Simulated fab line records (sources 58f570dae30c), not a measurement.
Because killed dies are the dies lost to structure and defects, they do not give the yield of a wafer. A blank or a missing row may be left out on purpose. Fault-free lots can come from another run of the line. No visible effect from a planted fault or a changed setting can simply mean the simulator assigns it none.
Lot-split experiment / flow berkeley-cmos170 / 23 wafers read across 5 lots, on a route 331 steps long

== SPLIT DETAILS ==
At UCB170_V1_EXPOSE_09 (exposes mask VIA1, target cd 700 nm), the setting dose-mj was moved away from the recipe's 37 on 9 of the 23 wafers read, by -5.1% to +5.9%. For the rest of the wafers, this setting stayed at what the recipe calls for.

== FROM THE SPLIT TO THE READING: what the file shows between them, 5 steps ==
- UCB170_V1_PEB_10
- UCB170_V1_DEVELOP_11: develop time 45 s
- UCB170_V1_CD_MEAS_12: target cd 700 nm
- UCB170_V1_ETCH_14: etches SiO2 in CHF3/CF4/Ar, stops on Al, target depth 1250 nm, time 291 s
- UCB170_V1_STRIP_15: strips in O2

== THE READING ==
Shown in nm: cd-nm at UCB170_V1_CD_MEAS_90, with target cd 700 nm. A value of 700.0 nm with a standard deviation of 1.6 nm is what fault-free wafers of this fab line usually give.

wafer=L075.1; tool, chamber at the split=krf-scanner-01, 0; dose-mj as run=37; against the recipe=recipe; cd-nm, nm=701.8; against lot-mates on the recipe=-
wafer=L075.2; tool, chamber at the split=krf-scanner-01, 0; dose-mj as run=35.11; against the recipe=-5.1%; cd-nm, nm=692.8; against lot-mates on the recipe=-9.8
wafer=L075.3; tool, chamber at the split=krf-scanner-01, 0; dose-mj as run=37; against the recipe=recipe; cd-nm, nm=702.8; against lot-mates on the recipe=-
wafer=L075.4; tool, chamber at the split=krf-scanner-01, 0; dose-mj as run=35.11; against the recipe=-5.1%; cd-nm, nm=691.9; against lot-mates on the recipe=-10.7
wafer=L075.5; tool, chamber at the split=krf-scanner-01, 0; dose-mj as run=37; against the recipe=recipe; cd-nm, nm=703.1; against lot-mates on the recipe=-
wafer=L077.2; tool, chamber at the split=krf-scanner-02, 0; dose-mj as run=39.19; against the recipe=+5.9%; cd-nm, nm=711.2; against lot-mates on the recipe=+10.3
wafer=L077.3; tool, chamber at the split=krf-scanner-02, 0; dose-mj as run=39.19; against the recipe=+5.9%; cd-nm, nm=710.1; against lot-mates on the recipe=+9.2
wafer=L077.4; tool, chamber at the split=krf-scanner-02, 0; dose-mj as run=37; against the recipe=recipe; cd-nm, nm=701.3; against lot-mates on the recipe=-
wafer=L077.5; tool, chamber at the split=krf-scanner-02, 0; dose-mj as run=39.19; against the recipe=+5.9%; cd-nm, nm=712.3; against lot-mates on the recipe=+11.4
wafer=L077.6; tool, chamber at the split=krf-scanner-02, 0; dose-mj as run=37; against the recipe=recipe; cd-nm, nm=700.5; against lot-mates on the recipe=-
wafer=L081.1; tool, chamber at the split=krf-scanner-01, 0; dose-mj as run=37; against the recipe=recipe; cd-nm, nm=700.3; against lot-mates on the recipe=-
wafer=L081.2; tool, chamber at the split=krf-scanner-01, 0; dose-mj as run=37; against the recipe=recipe; cd-nm, nm=700.8; against lot-mates on the recipe=-
wafer=L081.3; tool, chamber at the split=krf-scanner-01, 0; dose-mj as run=37; against the recipe=recipe; cd-nm, nm=699.1; against lot-mates on the recipe=-
wafer=L083.1; tool, chamber at the split=krf-scanner-02, 0; dose-mj as run=38.07; against the recipe=+2.9%; cd-nm, nm=705.1; against lot-mates on the recipe=+3.5
wafer=L083.2; tool, chamber at the split=krf-scanner-02, 0; dose-mj as run=37; against the recipe=recipe; cd-nm, nm=701.9; against lot-mates on the recipe=-
wafer=L083.3; tool, chamber at the split=krf-scanner-02, 0; dose-mj as run=37; against the recipe=recipe; cd-nm, nm=701.5; against lot-mates on the recipe=-
wafer=L083.5; tool, chamber at the split=krf-scanner-02, 0; dose-mj as run=37; against the recipe=recipe; cd-nm, nm=701.4; against lot-mates on the recipe=-
wafer=L083.6; tool, chamber at the split=krf-scanner-02, 0; dose-mj as run=38.07; against the recipe=+2.9%; cd-nm, nm=707.0; against lot-mates on the recipe=+5.4
wafer=L085.1; tool, chamber at the split=krf-scanner-02, 0; dose-mj as run=37; against the recipe=recipe; cd-nm, nm=701.4; against lot-mates on the recipe=-
wafer=L085.2; tool, chamber at the split=krf-scanner-02, 0; dose-mj as run=37; against the recipe=recipe; cd-nm, nm=699.2; against lot-mates on the recipe=-
wafer=L085.3; tool, chamber at the split=krf-scanner-02, 0; dose-mj as run=35.94; against the recipe=-2.9%; cd-nm, nm=695.2; against lot-mates on the recipe=-5.2
wafer=L085.4; tool, chamber at the split=krf-scanner-02, 0; dose-mj as run=37; against the recipe=recipe; cd-nm, nm=700.6; against lot-mates on the recipe=-
wafer=L085.5; tool, chamber at the split=krf-scanner-02, 0; dose-mj as run=35.94; against the recipe=-2.9%; cd-nm, nm=694.8; against lot-mates on the recipe=-5.6

THE FIT
A straight line over all 23 wafers: cd-nm changes by +1.75 nm for each +1% of dose-mj; r = +0.98; the points scatter about the line by 1.1 nm.
The same after taking each lot's own level away (the mean of its wafers on the recipe; 23 wafers): +1.82 nm for each +1%; r = +0.99; scatter 0.78 nm.
That fit puts the effect of the largest move of dose-mj on the reading at 11 nm.
Across the lots, their own levels run from 700.07 to 702.57 nm, a range of 1.6 times the standard deviation given above.
Hence the lot-to-lot level has little effect on the slope; both slopes agree.
Check: for one of the wafers moved furthest among these (+5.9%), held out of the fit, the line's prediction against its lot-mates is +10.6 nm. Against them it came out at +10.3 nm.

== THE WHOLE CHAIN: every reading that the file lists as answering this split, in the file's order ==
step=UCB170_V1_CD_MEAS_12; what it does=target cd 700 nm; reading=cd-nm; change (the file's fit)=+1.82 nm for each +1% of the setting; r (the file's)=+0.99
step=UCB170_V1_ETCH_14; what it does=etches SiO2 in CHF3/CF4/Ar, stops on Al, target depth 1250 nm, time 291 s; reading=V1.cd-nm (the simulator's own value, which no gauge read); change (the file's fit)=+1.82 nm for each +1% of the setting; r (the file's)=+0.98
step=UCB170_V1_CD_MEAS_90; what it does=target cd 700 nm; reading=cd-nm; change (the file's fit)=+1.82 nm for each +1% of the setting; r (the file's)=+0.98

== THE FILE'S OWN FIT ==
cd-nm changes by +1.82 nm for each +1% of dose-mj, r = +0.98.
